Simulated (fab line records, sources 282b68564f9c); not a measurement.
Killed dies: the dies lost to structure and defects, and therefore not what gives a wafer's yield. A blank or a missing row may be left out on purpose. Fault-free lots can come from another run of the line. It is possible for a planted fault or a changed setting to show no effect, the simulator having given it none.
Struck lot and sound lot, side by side    flow ritCmos    27 steps out of a route of 202
Sound: these wafers, L951.1, L951.3, L951.6. Struck: wafer L957.4 (left out: L957.1, L957.5 of the same lot, which were not struck); the cause appears at the end.
Per side, at each step with rows, come the tool, then ch with its chambers, and then its first start. Under that, the readings that differ: sound wafers    struck wafers    difference of the means    sigmas: that difference in standard deviations of wafers without a fault.
alike: a reading whose means differ by less than 2 such deviations, as well as words and numbers matching on both sides. not compared: withheld readings; readings where some wafer has no value; bounds like >300 that might hide an equal value; numbers whose values overlap and for which the record gives no deviation.
A row with sigmas, a row that says differs or no value, or rows on one side alone: a step with any of these is where the two part. Numbers that have no deviation but don't overlap get no sigmas and don't part them. A reading that every wafer of one side lacks parts them only if that side has two wafers or more.

first, 4 steps without rows for these wafers: RIT_CONTACT_SOFTBAKE_04 (time 60 s); RIT_CONTACT_EXPOSE_05 (exposes mask M11, target cd 1000 nm); RIT_CONTACT_PEB_06; RIT_CONTACT_DEVELOP_07 (develop time 120 s).
RIT_CONTACT_CD_MEAS_08 targets a cd of 1000 nm.
  sound on cdSem-01 at day 4 22:59; struck on cdSem-01 at day 6 03:44
  alike: cdNm
RIT_CONTACT_OVL_MEAS_09:
  sound on overlay-01 at day 4 23:06; struck on overlay-01 at day 6 03:52
reading           sound          struck  difference  sigmas
CONTACT_OVL (nm)  -0.5 0.9 -0.1  -3.9    -4.0        -3
then, 1 step without rows for these wafers: RIT_CONTACT_HARDBAKE_10 (time 60 s).
RIT_CONTACT_ETCH_11: etches SiO2 in CHF3/CF4/Ar, stops on TiSi2, target depth 480 nm, time 320 s.
  sound on rieDiel-03 ch 0,1,3, day 4 23:17; struck on rieDiel-02 ch 0, day 6 04:03
reading                   sound        struck  difference  sigmas
drypumpMotorCurrentA (A)  5.9 5.5 6.4  4.9     -1.0        -2
  alike: oesProductAu, throttleValvePct
  not compared: rfHoursCounterH
RIT_CONTACT_STRIP_12: strips in O2, time 180 s.
  sound on plasmaAsher-04 ch 0,1, day 4 23:29; struck on plasmaAsher-01 ch 0, day 6 04:14
  alike: drypumpMotorCurrentA
  not compared: rfHoursCounterH
RIT_CONTACT_CD_MEAS_90 targets a cd of 1000 nm.
  sound on cdSem-01 at day 4 23:39; struck on cdSem-01 at day 6 04:25
  alike: cdNm
then, 2 steps without rows for these wafers: RIT_CONTACT_CLEAN_13 (cleans in SC1, time 600 s); RIT_CONTACT_CLEAN_14 (cleans in SC2, time 600 s).
RIT_M1_SPUTTER_00: material Al, target thk 400 nm, time 500 s.
  sound on pvdSputter-01 at day 5 00:08; struck on pvdSputter-01 at day 6 04:53
reading                               sound              struck  difference  sigmas
model.Al_of_M1_SPUTTER_00.thkNm (nm)  397.2 399.6 398.7  569.7   +171.2      
  alike: cathodeDcPowerW, throttleValvePct
RIT_M1_RS_MEAS_01: measurement is done with a four-point probe.
  sound on filmMetro-04 at day 5 00:26; struck on filmMetro-04 at day 6 05:11
reading            sound                 struck  difference  sigmas
M1_AL_RS (ohm/sq)  0.0739 0.0735 0.0736  0.0511  -0.0226     -29
RIT_M1_THK_MEAS_02: measures by xrf.
  sound on filmMetro-04 at day 5 00:33; struck on filmMetro-04 at day 6 05:18
reading         sound        struck  difference  sigmas
M1_AL_THK (nm)  398 400 397  570     +172        +38
then, 6 steps without rows for these wafers: RIT_M1_HMDS_03 (prime time 60 s); RIT_M1_COAT_04 (resist thk 1300 nm); RIT_M1_SOFTBAKE_05 (time 60 s); RIT_M1_EXPOSE_06 (exposes mask M12, target cd 2600 nm); RIT_M1_PEB_07; RIT_M1_DEVELOP_08 (develop time 68 s).
RIT_M1_CD_MEAS_09 targets a cd of 2600 nm.
  sound on cdSem-01 at day 5 01:37; struck on cdSem-01 at day 6 06:14
reading    sound                 struck  difference  sigmas
cdNm (nm)  2600.0 2598.3 2598.3  2604.7  +5.8        +3
RIT_M1_OVL_MEAS_10:
  sound on overlay-01 at day 5 01:44; struck on overlay-02 at day 6 06:22
  alike: M1_OVL
then, 1 step without rows for these wafers: RIT_M1_HARDBAKE_11 (time 120 s).
RIT_M1_METAL_ETCH_12: etches Al in Cl2/BCl3, stops on SiO2, time 165 s, target depth 600 nm.
  sound on rieMetal-01 ch 0,1, day 5 02:01; struck on rieMetal-01 ch 1, day 6 06:39
reading              sound              struck  difference  sigmas
oesProductAu (a.u.)  0.775 0.773 0.781  0.955   +0.179      +18
  alike: drypumpMotorCurrentA, throttleValvePct
  not compared: rfHoursCounterH
then, 1 step without rows for these wafers: RIT_M1_STRIP_13 (strips in nmp, time 600 s).
RIT_M1_PROBE_99:
  sound on prober-01 at day 5 04:28; struck on prober-01 at day 6 10:00
reading                                sound                        struck     difference  sigmas
killed_at_M0_to_M3                     0 1 0                        6          +6          +47
model.etest.tester.sortNPass           257 253 253                  0          -254        
model.etest.tester.sortYieldPct (%)    97.35 95.83 95.83            0          -96         
model.etest.tester.sort_bin_5_pct (%)  1.894 1.515 2.273            4.545      +2.651      
model.etest.m1.rsOhmSq                 0.07318 0.07248 0.07188      0.0514     -0.0211     
model.etest.antennaM1.vtShiftV (V)     -0.008789 -0.01581 -0.01203  -0.007514  +0.004696   
  alike: defectLimitedYield, killedAtContacts, killedAtFrontEnd, killedDies, killedOpen, killedShort

## WHERE THEY PART
First at RIT_CONTACT_OVL_MEAS_09; last, within this record, at RIT_M1_PROBE_99.

WHY: what the simulator had put in
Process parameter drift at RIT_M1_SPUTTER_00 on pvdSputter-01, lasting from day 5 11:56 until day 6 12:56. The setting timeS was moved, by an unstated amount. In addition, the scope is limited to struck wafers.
